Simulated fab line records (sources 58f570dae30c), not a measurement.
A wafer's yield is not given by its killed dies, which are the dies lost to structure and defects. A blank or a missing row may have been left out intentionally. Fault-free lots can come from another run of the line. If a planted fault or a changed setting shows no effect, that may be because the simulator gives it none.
Which tool is to blame? / flow berkeley-cmos170 / 18 wafers from 6 lots sampled at 2 of the route's 331 steps

## WHAT EACH GAUGE READ, for each wafer
UCB170_NSD_CD_MEAS_06: target cd 1200 nm.
lot=L962; measured=day 7 22:02; on=cd-sem-02; cd-nm (nm)=1200.3 1200.7 1199.7
lot=L964; measured=day 8 14:50; on=cd-sem-02; cd-nm (nm)=- - -
lot=L974; measured=day 10 11:11; on=cd-sem-01; cd-nm (nm)=1198.3 1196.5 1197.2
lot=L978; measured=day 10 23:33; on=cd-sem-01; cd-nm (nm)=1199.9 1200.8 1200.6
lot=L979; measured=day 10 23:53; on=cd-sem-02; cd-nm (nm)=1199.6 1199.9 1199.4
lot=L981; measured=day 11 22:26; on=cd-sem-02; cd-nm (nm)=1198.1 1196.8 1196.8

## WHAT TOOL EACH LOT RAN ON (gives the tool, then ch and the chambers of the sampled wafers, and finally the start)
lot=L962; UCB170_NSD_EXPOSE_03=krf-scanner-02 ch 0, day 7 21:25
lot=L964; UCB170_NSD_EXPOSE_03=krf-scanner-01 ch 0, day 8 14:21
lot=L974; UCB170_NSD_EXPOSE_03=krf-scanner-02 ch 0, day 10 10:48
lot=L978; UCB170_NSD_EXPOSE_03=krf-scanner-01 ch 0, day 10 23:10
lot=L979; UCB170_NSD_EXPOSE_03=krf-scanner-02 ch 0, day 10 23:29
lot=L981; UCB170_NSD_EXPOSE_03=krf-scanner-01 ch 0, day 11 21:34
- UCB170_NSD_EXPOSE_03: exposes mask NSELECT MOD, target cd 1200 nm.

## THE ANSWER, worked out from the rows above alone
Rule: what is usual is taken from the lots themselves. Put in order of their means at a reading, lots are off if they are a third of the lots or fewer, leave a main group of 4 or more, and stand apart from it by a gap of 3 or more times the standard deviation of the main group's means; of several such gaps the widest counts. If all means in a main group match to the digits the tables above print for the reading, that group is not used. Also off: a lot with no number at a reading for which 4 or more lots have one. Any other lot the step has rows for is counted as sound.
Off at UCB170_NSD_CD_MEAS_06 (cd-nm): L964. Without a number there: L964. Mean 1199.0 nm and standard deviation 1.4 in the main group.
If a tool, at a process step before that reading, ran all the lots that are off and no sound lot after the first of them, it fits. The gauges at UCB170_NSD_CD_MEAS_06 are tried like those tools. None of those tried fits.

## WHAT WAS PUT IN BY THE SIMULATOR
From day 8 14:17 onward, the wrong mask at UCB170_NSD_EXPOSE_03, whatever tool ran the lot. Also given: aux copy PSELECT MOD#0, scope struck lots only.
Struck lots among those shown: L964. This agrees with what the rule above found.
